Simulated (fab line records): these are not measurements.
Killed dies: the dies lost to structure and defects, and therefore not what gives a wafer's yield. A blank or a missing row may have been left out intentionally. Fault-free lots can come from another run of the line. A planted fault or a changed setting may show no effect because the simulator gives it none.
Problem report, 8D (eight disciplines) form, completed by code :: flow rit-cmos :: the parts of the form that need people (team, actions taken, sign-off) are left out

## 1. THE PROBLEM
Wafers without a fault read 3250.2 rpm, standard deviation 2.2; spin-speed-rpm at RIT_ACTIVE_COAT_06 reads a mean of 3473.0 rpm on 9 wafers belonging to 3 lots. So: +99 or more standard deviations from the usual mean.
The step: resist thk 1000 nm.
Earliest sighting: wafer L141.1 on litho-track-01 at day 2 17:54. The record has a number at this step for 45 wafers belonging to 15 lots. Rule for "out" (also "out of limits"): further than 4 standard deviations from the usual mean. The rest of the wafers with a number are treated as sound.

## 2. WHAT THIS IS AND IS NOT
question: which readings at this step
is: spin-speed-rpm
is not: -

question: which lots
is: L141, L142, L144
is not: L136, L138, L139, L140, L147, L149, L150, L152, L154, L155, L157, L159

question: which wafers of those lots
is: all that have a number
is not: -

question: read on which tools
is: litho-track-01
is not: litho-track-03, litho-track-04

question: when
is: from day 2 17:54
is not: up to then (12 sound wafers); but 24 sound wafers of L147, L149, L150, L152, L154, L155, L157, L159 came after

## 3. THE SUSPECTS, EACH WITH WHAT RULES IT OUT
Counting: any tool at a process step up to the reading is kept as a suspect provided that every lot that is out went through it and no sound lot did after the first of them.
- litho-track-01 at RIT_ACTIVE_COAT_06 (resist thk 1000 nm): kept. All lots that are out passed through it, beginning with L141 at day 2 17:54, and no sound lot followed; its final sound lot before that point was L140 at day 2 10:54. Its own spin-speed-rpm readings are out on those wafers.
After counting, what remains is litho-track-01 at RIT_ACTIVE_COAT_06.

## 4. THE CAUSE (what the simulator had put in)
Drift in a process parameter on litho-track-01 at RIT_ACTIVE_COAT_06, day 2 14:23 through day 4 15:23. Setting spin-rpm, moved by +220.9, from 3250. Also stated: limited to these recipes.
This tool alone remained once counting was done.

## 5. SEQUENCE OF EFFECTS, ordered by route
Each row: a reading where the mean over the struck wafers with a number is more than 3 standard deviations away from the usual. Scope: only readings with a usual standard deviation given in the record; hours: median across lots of the time from each lot's start at the first step in this table that gives one to its start at this step; sigmas: change in usual standard deviations.
hours: 0
step: RIT_ACTIVE_COAT_06
reading: spin-speed-rpm
usual: 3250.2 rpm
on struck wafers: 3473.0
change: +222.8
sigmas: +99 or more
Here are the process steps it includes:
- RIT_ACTIVE_COAT_06: resist thk 1000 nm.
At these later measuring or inspecting steps, every struck wafer for which the step has a row has a number for every such reading, and none has moved that far: RIT_ACTIVE_CD_MEAS_11, RIT_NWELL_OVL_MEAS_06.

## 6. HOW IT WOULD HAVE BEEN CAUGHT EARLIER
The fault began at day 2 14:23; the first out-of-limits reading in this record came at day 2 17:54, 4 hours later.
